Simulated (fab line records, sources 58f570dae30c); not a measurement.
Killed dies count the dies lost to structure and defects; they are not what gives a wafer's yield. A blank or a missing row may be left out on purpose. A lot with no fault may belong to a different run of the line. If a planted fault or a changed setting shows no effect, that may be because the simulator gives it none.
fab line records ; flow berkeleyCmos170
record lots=5; wafers=15; lastDay=11
route steps=331 shown SDANNEAL@205 PSD@206 NSD@207 PLDD@208 NLDD@209 SILICIDE@210 CONTACT@216
lots with no fault: from the same line, run without faults
startH: the number of hours between the record's first day and the start of the first shown wafer of the lot ; waitH: time in hours since the lot's previous step ; " identical to the entry in the row above ; L1.1+2: one row covering several wafers at once ; - no value present, or no start provided ; * or withheld: withheld ; < > ~ a bound
route shown NAME@n: NAME is a module with steps in the file, n the number in the route of the first one ; usual: the fault-free wafers' mean and standard deviation ; same: alike in all rows ; chamber/n: place in a boat ; sites: each site's reading ; _std_site: how widely they spread, as a standard deviation ; _edge_site: outer sites' mean less inner sites' ; radiusMm: how far each site lies from the wafer's centre ; mask NAME#n: copy n ; behind: the tool/chamber that last shaped the wafer ; hold: cause of the lot's hold/its duration in hours/its outcome ; device: which transistor (n, p or np) failed to switch ; end of line: the tests these same wafers got at the end of their route ; for a step that has no rows: nothing shown but its recipe ; killed: not the wafer's yield, but the dies lost to structure and defects at the first sort ; map: per-die view of a wafer (x killed, . not killed, _ where there is no die)
set.NAME: the setting as run; set.NAME@STEP: as run at that earlier step ; model.NAME: the simulator's own value behind a step, which no gauge read
lots seen at some steps along the route; tables by step, rows by wafer
services: a tool's chamber out of use, with start hour (startH, from the record's first day; less than 0 if before it), hours out, and reason
## steps
# step UCB170_SDANNEAL_RTA_01
# recipe tempC=1050; timeS=5; ambient=N2
# usual lampPowerPct=42/6.7; wafer_temp_C_max=1055.6/1.2
lot.wafer;tool;chamber;startH;waitH;lampPowerPct;wafer_temp_C_max
L739.1;rtpAnneal-02;0;145.96;0.1;49;1055.4
L739.2;rtpAnneal-02;0;145.96;0.1;49;1053.7
L739.3;rtpAnneal-02;0;145.96;0.1;49;1056.8
L740.1;rtpAnneal-01;0;159.41;0.1;36;1054.9
L740.2;rtpAnneal-01;0;159.41;0.1;36;1055.7
L740.4;rtpAnneal-01;0;159.41;0.1;36;1054.5
L742.2;rtpAnneal-01;0;177.93;0.1;36;1056.5
L742.4;rtpAnneal-01;0;177.93;0.1;36;1055.9
L742.5;rtpAnneal-01;0;177.93;0.1;36;1055.1
L746.2;rtpAnneal-02;0;187.06;0.1;49;1052.9
L746.4;rtpAnneal-02;0;187.06;0.1;49;1054.7
L746.6;rtpAnneal-02;0;187.06;0.1;49;1054.7
L756.1;rtpAnneal-02;0;246.44;0.1;49;1055.0
L756.4;rtpAnneal-02;0;246.44;0.1;49;1056.4
L756.5;rtpAnneal-02;0;246.44;0.1;49;1055.5
# step UCB170_SDANNEAL_RS_MEAS_02
# recipe thkMeasGauge=four-point-probe
# usual PSD_RS=75.50/0.3
lot.wafer;tool;chamber;startH;waitH;PSD_RS[ohm/sq]
L739.1;filmMetro-02;-;146.02;0.0;75.13
L739.2;filmMetro-02;-;146.02;0.0;75.42
L739.3;filmMetro-02;-;146.02;0.0;75.36
L740.1;filmMetro-01;-;159.47;0.0;75.87
L740.2;filmMetro-01;-;159.47;0.0;75.69
L740.4;filmMetro-01;-;159.47;0.0;75.80
L742.2;filmMetro-04;-;177.99;0.1;75.28
L742.4;filmMetro-04;-;177.99;0.1;75.07
L742.5;filmMetro-04;-;177.99;0.1;75.39
L746.2;filmMetro-02;-;187.13;0.1;75.56
L746.4;filmMetro-02;-;187.13;0.1;75.42
L746.6;filmMetro-02;-;187.13;0.1;75.46
L756.1;filmMetro-02;-;246.49;0.0;74.98
L756.4;filmMetro-02;-;246.49;0.0;75.45
L756.5;filmMetro-02;-;246.49;0.0;75.03
# step UCB170_SDANNEAL_RS_MEAS_03
# recipe thkMeasGauge=four-point-probe
# usual NSD_RS=37.20/0.096
lot.wafer;tool;chamber;startH;waitH;NSD_RS[ohm/sq]
L739.1;filmMetro-02;-;146.14;0.1;37.16
L739.2;filmMetro-02;-;146.14;0.1;37.13
L739.3;filmMetro-02;-;146.14;0.1;36.96
L740.1;filmMetro-01;-;159.59;0.1;37.32
L740.2;filmMetro-01;-;159.59;0.1;37.45
L740.4;filmMetro-01;-;159.59;0.1;37.34
L742.2;filmMetro-04;-;178.11;0.1;37.07
L742.4;filmMetro-04;-;178.11;0.1;37.08
L742.5;filmMetro-04;-;178.11;0.1;37.01
L746.2;filmMetro-02;-;187.25;0.1;37.28
L746.4;filmMetro-02;-;187.25;0.1;37.15
L746.6;filmMetro-02;-;187.25;0.1;37.13
L756.1;filmMetro-02;-;246.61;0.1;37.13
L756.4;filmMetro-02;-;246.61;0.1;37.17
L756.5;filmMetro-02;-;246.61;0.1;37.04
# step UCB170_SDANNEAL_RS_MEAS_04
# recipe thkMeasGauge=four-point-probe
# usual PLDD_RS=1030/3.1
lot.wafer;tool;chamber;startH;waitH;PLDD_RS[ohm/sq]
L739.1;filmMetro-02;-;146.26;0.1;1029
L739.2;filmMetro-02;-;146.26;0.1;1026
L739.3;filmMetro-02;-;146.26;0.1;1025
L740.1;filmMetro-01;-;159.71;0.1;1030
L740.2;filmMetro-01;-;159.71;0.1;1030
L740.4;filmMetro-01;-;159.71;0.1;1032
L742.2;filmMetro-04;-;178.23;0.1;1032
L742.4;filmMetro-04;-;178.23;0.1;1032
L742.5;filmMetro-04;-;178.23;0.1;1031
L746.2;filmMetro-02;-;187.37;0.1;1031
L746.4;filmMetro-02;-;187.37;0.1;1030
L746.6;filmMetro-02;-;187.37;0.1;1029
L756.1;filmMetro-02;-;246.73;0.1;1029
L756.4;filmMetro-02;-;246.73;0.1;1031
L756.5;filmMetro-02;-;246.73;0.1;1028
# step UCB170_SDANNEAL_RS_MEAS_05
# recipe thkMeasGauge=four-point-probe
# usual NLDD_RS=615.1/1.4
lot.wafer;tool;chamber;startH;waitH;NLDD_RS[ohm/sq]
L739.1;filmMetro-02;-;146.38;0.1;617.0
L739.2;filmMetro-02;-;146.38;0.1;614.7
L739.3;filmMetro-02;-;146.38;0.1;614.8
L740.1;filmMetro-01;-;159.83;0.1;615.9
L740.2;filmMetro-01;-;159.83;0.1;614.8
L740.4;filmMetro-01;-;159.83;0.1;615.2
L742.2;filmMetro-04;-;178.35;0.1;615.8
L742.4;filmMetro-04;-;178.35;0.1;616.1
L742.5;filmMetro-04;-;178.35;0.1;615.4
L746.2;filmMetro-02;-;187.49;0.1;613.7
L746.4;filmMetro-02;-;187.49;0.1;611.8
L746.6;filmMetro-02;-;187.49;0.1;613.0
L756.1;filmMetro-02;-;246.85;0.1;613.8
L756.4;filmMetro-02;-;246.85;0.1;613.9
L756.5;filmMetro-02;-;246.85;0.1;614.9
# step UCB170_SILICIDE_PRE_CLEAN_00
# recipe gas=Ar; precleanEtchTimeS=60
# step UCB170_SILICIDE_SPUTTER_01
# recipe material=Ti; targetThkNm=30; timeS=25; powerW=1500; chamberPressurePa=0.5
# step UCB170_SILICIDE_RS_MEAS_02
# recipe thkMeasGauge=four-point-probe; reads=Ti_of_SILICIDE_SPUTTER_01
# usual SILICIDE_TI_RS=26.1/0.35
lot.wafer;tool;chamber;startH;waitH;SILICIDE_TI_RS[ohm/sq]
L739.1;filmMetro-03;-;146.60;0.0;25.7
L739.2;filmMetro-03;-;146.60;0.0;25.8
L739.3;filmMetro-03;-;146.60;0.0;25.6
L740.1;filmMetro-03;-;160.04;0.0;26.3
L740.2;filmMetro-03;-;160.04;0.0;26.7
L740.4;filmMetro-03;-;160.04;0.0;26.4
L742.2;filmMetro-03;-;178.57;0.0;26.1
L742.4;filmMetro-03;-;178.57;0.0;26.1
L742.5;filmMetro-03;-;178.57;0.0;26.0
L746.2;filmMetro-03;-;187.71;0.0;27.2
L746.4;filmMetro-03;-;187.71;0.0;26.4
L746.6;filmMetro-03;-;187.71;0.0;26.5
L756.1;filmMetro-03;-;247.07;0.0;26.6
L756.4;filmMetro-03;-;247.07;0.0;26.5
L756.5;filmMetro-03;-;247.07;0.0;26.6
# step UCB170_SILICIDE_THK_MEAS_03
# recipe thkMeasGauge=xrf; reads=Ti_of_SILICIDE_SPUTTER_01
# usual SILICIDE_TI_THK=29.9/0.37
lot.wafer;tool;chamber;startH;waitH;SILICIDE_TI_THK[nm]
L739.1;filmMetro-03;-;146.72;0.1;30.5
L739.2;filmMetro-03;-;146.72;0.1;30.4
L739.3;filmMetro-03;-;146.72;0.1;30.4
L740.1;filmMetro-03;-;160.16;0.1;29.8
L740.2;filmMetro-03;-;160.16;0.1;29.5
L740.4;filmMetro-03;-;160.16;0.1;29.8
L742.2;filmMetro-03;-;178.68;0.1;30.1
L742.4;filmMetro-03;-;178.68;0.1;29.9
L742.5;filmMetro-03;-;178.68;0.1;30.1
L746.2;filmMetro-03;-;187.82;0.1;29.1
L746.4;filmMetro-03;-;187.82;0.1;29.8
L746.6;filmMetro-03;-;187.82;0.1;29.6
L756.1;filmMetro-03;-;247.19;0.1;29.4
L756.4;filmMetro-03;-;247.19;0.1;29.5
L756.5;filmMetro-03;-;247.19;0.1;29.6
# step UCB170_SILICIDE_RTA_04
# recipe tempC=650; timeS=15; ambient=N2
# step UCB170_SILICIDE_WET_ETCH_05
# recipe chemistry=SPM; timeS=45; tempC=120; target=Ti
# step UCB170_CONTACT_CLEAN_00
# recipe chemistry=SPM; tempC=120; timeS=600
# step UCB170_CONTACT_CVD_01
# recipe material=PSG; targetThkNm=700; tempC=450; precursor=SiH4/O2/PH3; timeS=2820; pressureMtorr=300; sih4FlowSccm=60; o2FlowSccm=90; ph3FlowSccm=25
# usual spikeTcCentreC=452.5/1.1; spikeTcLoadC=468/3.3; spikeTcSourceC=466.2/2.2; susceptorTempC=449.97/0.22
lot.wafer;tool;chamber;startH;waitH;spikeTcCentreC;spikeTcLoadC;spikeTcSourceC;susceptorTempC;model.PSG_of_CONTACT_CVD_01.thkNm
L739.1;lpcvd-01;0;147.08;0.0;452.5;463;465.3;450.53;700.8
L739.2;lpcvd-01;0;147.08;0.0;451.9;465;464.8;450.37;696.1
L739.3;lpcvd-01;0;147.08;0.0;453.3;464;464.8;450.50;701.1
L740.1;lpcvd-02;1;160.59;0.0;453.1;470;467.6;449.34;698.9
L740.2;lpcvd-02;1;160.59;0.0;451.6;470;469.3;449.75;698.4
L740.4;lpcvd-02;1;160.59;0.0;453.6;472;467.7;449.87;697.7
L742.2;lpcvd-01;0;179.11;0.0;453.4;463;464.2;449.90;700.8
L742.4;lpcvd-01;0;179.11;0.0;452.5;465;463.8;449.98;702.9
L742.5;lpcvd-01;0;179.11;0.0;453.5;464;464.8;450.50;704.7
L746.2;lpcvd-02;1;188.21;0.0;471.7;492;488.8;470.14;841.5
L746.4;lpcvd-02;1;188.21;0.0;473.0;493;488.8;470.17;841.4
L746.6;lpcvd-02;1;188.21;0.0;473.5;493;489.8;470.20;841.7
L756.1;lpcvd-01;1;248.00;0.0;452.1;466;467.0;450.09;702.6
L756.4;lpcvd-01;1;248.00;0.0;452.0;466;467.0;450.01;702.9
L756.5;lpcvd-01;1;248.00;0.0;454.5;465;466.4;449.92;701
# step UCB170_CONTACT_THK_MEAS_02
# recipe reads=PSG_of_CONTACT_CVD_01
# usual CONTACT_PSG_THK=703/6.2
lot.wafer;tool;chamber;startH;waitH;CONTACT_PSG_THK[nm]
L739.1;filmMetro-04;-;148.87;0.0;700
L739.2;filmMetro-04;-;148.87;0.0;696
L739.3;filmMetro-04;-;148.87;0.0;701
L740.1;filmMetro-02;-;162.37;0.0;699
L740.2;filmMetro-02;-;162.37;0.0;698
L740.4;filmMetro-02;-;162.37;0.0;698
L742.2;filmMetro-02;-;180.91;0.0;701
L742.4;filmMetro-02;-;180.91;0.0;703
L742.5;filmMetro-02;-;180.91;0.0;705
L746.2;filmMetro-04;-;190.89;0.0;842
L746.4;filmMetro-04;-;190.89;0.0;842
L746.6;filmMetro-04;-;190.89;0.0;841
L756.1;filmMetro-03;-;249.79;0.0;703
L756.4;filmMetro-03;-;249.79;0.0;703
L756.5;filmMetro-03;-;249.79;0.0;701
# step UCB170_CONTACT_HMDS_03
# recipe primeTimeS=60; primeTempC=100
# step UCB170_CONTACT_COAT_04
# recipe resist=KrF; spinRpm=1500; resistThkNm=900
# step UCB170_CONTACT_SOFTBAKE_05
# recipe resist=KrF; tempC=130; timeS=60
# step UCB170_CONTACT_STRIP_06
# recipe chemistry=O2; powerW=400; pressureMtorr=3500; platenTempC=withheld; o2FlowSccm=400; overashFraction=0.5
# usual drypumpMotorCurrentA=5.6/0.61; oesProductAu=0.734/0.0047; stripTimeToEndpointS=21.98/0.065
lot.wafer;tool;chamber;startH;waitH;drypumpMotorCurrentA;oesProductAu;rfHoursCounterH;stripTimeToEndpointS
L739.1;plasmaAsher-04;1;149.38;0.1;6.0;0.738;47;22.08
L739.2;plasmaAsher-04;0;149.38;0.1;4.7;0.735;47;22.02
L739.3;plasmaAsher-04;1;149.38;0.1;6.0;0.729;-;22.07
L740.1;plasmaAsher-04;1;162.88;0.1;6.0;0.734;48;21.86
L740.2;plasmaAsher-04;0;162.88;0.1;4.8;0.739;48;21.86
L740.4;plasmaAsher-04;0;162.88;0.1;4.8;0.732;-;21.92
L742.2;plasmaAsher-04;1;181.44;0.1;6.0;0.741;50;21.95
L742.4;plasmaAsher-04;0;181.44;0.1;4.7;0.738;-;21.96
L742.5;plasmaAsher-04;1;181.44;0.1;6.0;0.734;-;22.04
L746.2;plasmaAsher-01;0;191.39;0.1;5.1;0.738;53;21.90
L746.4;plasmaAsher-01;0;191.39;0.1;5.1;0.729;-;21.95
L746.6;plasmaAsher-01;1;191.39;0.1;5.6;0.730;-;21.95
L756.1;plasmaAsher-04;0;250.30;0.1;4.7;0.731;57;22.08
L756.4;plasmaAsher-04;1;250.30;0.1;6.0;0.734;-;22.11
L756.5;plasmaAsher-04;1;250.30;0.1;6.0;0.736;-;22.05
# step UCB170_CONTACT_CLEAN_07
# recipe chemistry=SPM; tempC=120; timeS=600
# step UCB170_CONTACT_RTA_08
# recipe tempC=900; timeS=10; ambient=N2
# usual lampPowerPct=27/4.3; wafer_temp_C_max=904.8/0.93
lot.wafer;tool;chamber;startH;waitH;lampPowerPct;wafer_temp_C_max
L739.1;rtpAnneal-01;0;149.65;0.0;23;904.0
L739.2;rtpAnneal-01;0;149.65;0.0;23;904.7
L739.3;rtpAnneal-01;0;149.65;0.0;23;904.5
L740.1;rtpAnneal-01;0;163.15;0.0;23;905.0
L740.2;rtpAnneal-01;0;163.15;0.0;23;904.4
L740.4;rtpAnneal-01;0;163.15;0.0;23;903.6
L742.2;rtpAnneal-01;0;181.73;0.0;23;905.1
L742.4;rtpAnneal-01;0;181.73;0.0;23;906.0
L742.5;rtpAnneal-01;0;181.73;0.0;23;905.4
L746.2;rtpAnneal-01;0;191.68;0.0;23;904.0
L746.4;rtpAnneal-01;0;191.68;0.0;23;904.9
L746.6;rtpAnneal-01;0;191.68;0.0;23;905.3
L756.1;rtpAnneal-02;0;250.57;0.0;32;904.0
L756.4;rtpAnneal-02;0;250.57;0.0;32;906.5
L756.5;rtpAnneal-02;0;250.57;0.0;32;904.8
# step UCB170_CONTACT_COAT_09
# recipe resist=BARC; tempC=withheld; timeS=withheld; spinRpm=3000; resistThkNm=withheld
# step UCB170_CONTACT_COAT_10
# recipe resist=KrF; spinRpm=1500; resistThkNm=900
# step UCB170_CONTACT_SOFTBAKE_11
# recipe resist=KrF; tempC=130; timeS=60
# step UCB170_CONTACT_EXPOSE_12
# recipe maskId=CONT; targetCdNm=700; na=0.5; sigmaOuter=0.6; sourceShape=conventional; doseMj=35
# step UCB170_CONTACT_PEB_13
# recipe pebTempC=130; pebTimeS=withheld; resist=KrF
# step UCB170_CONTACT_DEVELOP_14
# recipe developer=TMAH; developTimeS=45; resist=KrF; devTempC=21
# step UCB170_CONTACT_CD_MEAS_15
# recipe targetCdNm=700
# usual cdNm=699.9/1.4
lot.wafer;tool;chamber;startH;waitH;cdNm
L739.1;cdSem-01;-;150.69;-;700.3
L739.2;cdSem-01;-;150.69;-;700.3
L739.3;cdSem-01;-;150.69;-;701.0
L740.1;cdSem-02;-;164.19;-;700.0
L740.2;cdSem-02;-;164.19;-;700.1
L740.4;cdSem-02;-;164.19;-;699.7
L742.2;cdSem-02;-;183.32;-;702.7
L742.4;cdSem-02;-;183.32;-;700.1
L742.5;cdSem-02;-;183.32;-;701.0
L746.2;cdSem-02;-;192.60;-;700.5
L746.4;cdSem-02;-;192.60;-;701.1
L746.6;cdSem-02;-;192.60;-;698.2
L756.1;cdSem-02;-;251.93;-;701.3
L756.4;cdSem-02;-;251.93;-;701.7
L756.5;cdSem-02;-;251.93;-;700.4
# step UCB170_CONTACT_OVL_MEAS_16
# usual CONTACT_OVL=4/6.1
lot.wafer;tool;chamber;startH;waitH;CONTACT_OVL[nm]
L739.1;overlay-01;-;150.81;0.1;16
L739.2;overlay-01;-;150.81;0.1;10
L739.3;overlay-01;-;150.81;0.1;8
L740.1;overlay-02;-;164.31;0.1;11
L740.2;overlay-02;-;164.31;0.1;13
L740.4;overlay-02;-;164.31;0.1;11
L742.2;overlay-01;-;183.43;0.1;-6
L742.4;overlay-01;-;183.43;0.1;4
L742.5;overlay-01;-;183.43;0.1;-2
L746.2;overlay-01;-;192.70;0.1;2
L746.4;overlay-01;-;192.70;0.1;1
L746.6;overlay-01;-;192.70;0.1;0
L756.1;overlay-02;-;252.05;0.1;6
L756.4;overlay-02;-;252.05;0.1;10
L756.5;overlay-02;-;252.05;0.1;9
# step UCB170_CONTACT_ETCH_17
# recipe chemistry=N2/H2; targetDepthA=withheld; overetchA=withheld; target=BARC; timeS=withheld; sourceW=500; biasW=100; pressureMtorr=30; n2FlowSccm=100; h2FlowSccm=200
# usual drypumpMotorCurrentA=5.9/0.4; oesProductAu=1.005/0.023; throttleValvePct=13.28/0.17
lot.wafer;tool;chamber;startH;waitH;drypumpMotorCurrentA;oesProductAu;throttleValvePct
L739.1;rieDiel-03;3;150.84;0.0;5.8;1.028;13.19
L739.2;rieDiel-03;2;150.84;0.0;6.6;0.998;13.08
L739.3;rieDiel-03;1;150.84;0.0;5.4;0.974;13.44
L740.1;rieDiel-04;3;164.34;0.0;5.6;1.042;13.30
L740.2;rieDiel-04;2;164.34;0.0;5.9;0.995;13.01
L740.4;rieDiel-04;3;164.34;0.0;5.6;1.034;13.30
L742.2;rieDiel-04;0;183.46;0.0;5.5;1.001;13.31
L742.4;rieDiel-04;2;183.46;0.0;5.9;0.990;13.02
L742.5;rieDiel-04;1;183.46;0.0;6.2;1.038;13.48
L746.2;rieDiel-03;0;192.73;0.0;6.2;0.988;13.56
L746.4;rieDiel-03;3;192.73;0.0;5.8;1.029;13.19
L746.6;rieDiel-03;0;192.73;0.0;6.3;0.999;13.56
L756.1;rieDiel-01;2;252.08;0.0;6.1;0.965;13.14
L756.4;rieDiel-01;1;252.08;0.0;6.0;1.004;13.38
L756.5;rieDiel-01;3;252.08;0.0;5.1;0.996;13.17
# step UCB170_CONTACT_ETCH_18
# recipe chemistry=CHF3/CF4/Ar; target=PSG; stopOn=TiSi2; CHF3_flow_sccm=45; cf4FlowSccm=15; Ar_flow_sccm=150; pressureMtorr=200; rfW=700; targetDepthA=8400; overEtchFrac=0.2; timeS=195
# usual drypumpMotorCurrentA=5.9/0.4; oesProductAu=0.898/0.016; throttleValvePct=6.94/0.12
lot.wafer;tool;chamber;startH;waitH;drypumpMotorCurrentA;oesProductAu;rfHoursCounterH;throttleValvePct;model.CONTACT.featureDepthNm;model.etch.depthNm
L739.1;rieDiel-03;3;-;-;5.8;0.917;130;7.01;700.8;700.8
L739.2;rieDiel-03;2;-;-;6.6;0.874;55;6.79;696.1;696.1
L739.3;rieDiel-03;1;-;-;5.4;0.881;1;6.94;701.1;701.1
L740.1;rieDiel-04;3;-;-;5.6;0.910;21;7.06;698.9;698.9
L740.2;rieDiel-04;2;-;-;5.9;0.888;80;6.78;698.4;698.4
L740.4;rieDiel-04;3;-;-;5.6;0.914;-;7.08;697.7;697.7
L742.2;rieDiel-04;0;-;-;5.5;0.886;0;6.90;700.8;700.8
L742.4;rieDiel-04;2;-;-;5.9;0.881;81;6.78;702.9;702.9
L742.5;rieDiel-04;1;-;-;6.2;0.924;-;7.09;704.7;704.7
L746.2;rieDiel-03;0;-;-;6.2;0.983;56;7.12;832.9;832.9
L746.4;rieDiel-03;3;-;-;5.8;1.018;132;7.01;841.4;841.4
L746.6;rieDiel-03;0;-;-;6.2;0.985;-;7.11;832.8;832.8
L756.1;rieDiel-01;2;-;-;6.2;0.888;3;6.81;702.6;702.6
L756.4;rieDiel-01;1;-;-;6.0;0.901;84;7.01;702.9;702.9
L756.5;rieDiel-01;3;-;-;5.2;0.882;-;6.88;701;701
# step UCB170_CONTACT_STRIP_19
# recipe chemistry=O2; powerW=400; pressureMtorr=3500; platenTempC=withheld; o2FlowSccm=400; overashFraction=0.5
# usual drypumpMotorCurrentA=5.6/0.58; oesProductAu=0.725/0.0046
lot.wafer;tool;chamber;startH;waitH;drypumpMotorCurrentA;oesProductAu;rfHoursCounterH
L739.1;plasmaAsher-02;0;151.01;-;5.9;0.720;4
L739.2;plasmaAsher-02;1;151.01;-;6.5;0.728;4
L739.3;plasmaAsher-02;0;151.01;-;5.9;0.723;-
L740.1;plasmaAsher-01;0;164.51;-;5.1;0.729;50
L740.2;plasmaAsher-01;1;164.51;-;5.5;0.727;50
L740.4;plasmaAsher-01;0;164.51;-;5.1;0.726;-
L742.2;plasmaAsher-01;1;183.63;-;5.5;0.728;52
L742.4;plasmaAsher-01;0;183.63;-;5.1;0.724;-
L742.5;plasmaAsher-01;1;183.63;-;5.5;0.735;-
L746.2;plasmaAsher-01;0;192.90;-;5.1;0.723;53
L746.4;plasmaAsher-01;0;192.90;-;5.1;0.724;-
L746.6;plasmaAsher-01;0;192.90;-;5.1;0.731;-
L756.1;plasmaAsher-04;1;252.30;-;6.0;0.729;57
L756.4;plasmaAsher-04;0;252.30;-;4.8;0.723;-
L756.5;plasmaAsher-04;1;252.30;-;6.0;0.719;-
## services
tool;chamber;startH;hours;kind
plasmaAsher-04;-;150.88;0.5;repair
rieDiel-04;0;161.07;-;clean
rieDiel-04;0;161.07;14.6;scheduledDown
rieDiel-04;0;161.07;14.6;ventCycle
rieDiel-01;2;165.25;-;clean
rieDiel-01;2;165.25;21.1;scheduledDown
rieDiel-01;2;165.25;21.1;ventCycle
rieDiel-04;-;188.90;2.1;repair
rieDiel-04;2;205.60;7.1;repair
lpcvd-01;-;213.94;6.0;pm
plasmaAsher-02;-;248.15;7.4;repair
## key
firstSign step=UCB170_CONTACT_CVD_01; reading=susceptorTempC; direction=up; sigmas=92; usual=*; struck=*
effect step=UCB170_CONTACT_CVD_01; reading=spikeTcCentreC; direction=up; sigmas=19; usual=452.5; struck=472.7
effect step=UCB170_CONTACT_THK_MEAS_02; reading=CONTACT_PSG_THK; direction=up; sigmas=22; usual=703; struck=842
effect step=UCB170_CONTACT_ETCH_18; reading=oesProductAu; direction=up; sigmas=6; usual=0.898; struck=0.995
modelEffect step=UCB170_CONTACT_CVD_01; value=PSG_of_CONTACT_CVD_01.thkNm; without=706.8; struck=841.5
modelEffect step=UCB170_CONTACT_ETCH_18; value=CONTACT.featureDepthNm; without=706.8; struck=835.7
metAt UCB170_CONTACT_CVD_01
struckWafers L746.2,L746.4,L746.6
laterRowsLeftOut L746.2,L746.6
sortLeftOut L746.2,L746.4,L746.6
testerLeftOut L746
onsetBetween 160.59 188.21
fault kind=processParameterDrift; tool=lpcvd-02; chamber=1; onsetH=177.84; steps=UCB170_CONTACT_CVD_01; channel=tempC; offset=*; shape=step; endH=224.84; actsIn=*; stated=*
# testerLeftOut: of these lots the tester's yield and bins aren't shown, on N5 and GAA mostly nor the transistor test; their killed dies are dies lost to structure and defects alone, not to doping, threshold or leakage, so they don't give the yield
# sortLeftOut: the simulated sort isn't trusted on such a fault, so these wafers' sort isn't shown, and their yield isn't known
# laterRowsLeftOut: the simulator's readings of these wafers behind a module that went badly wrong aren't trusted and aren't shown, but for the sort
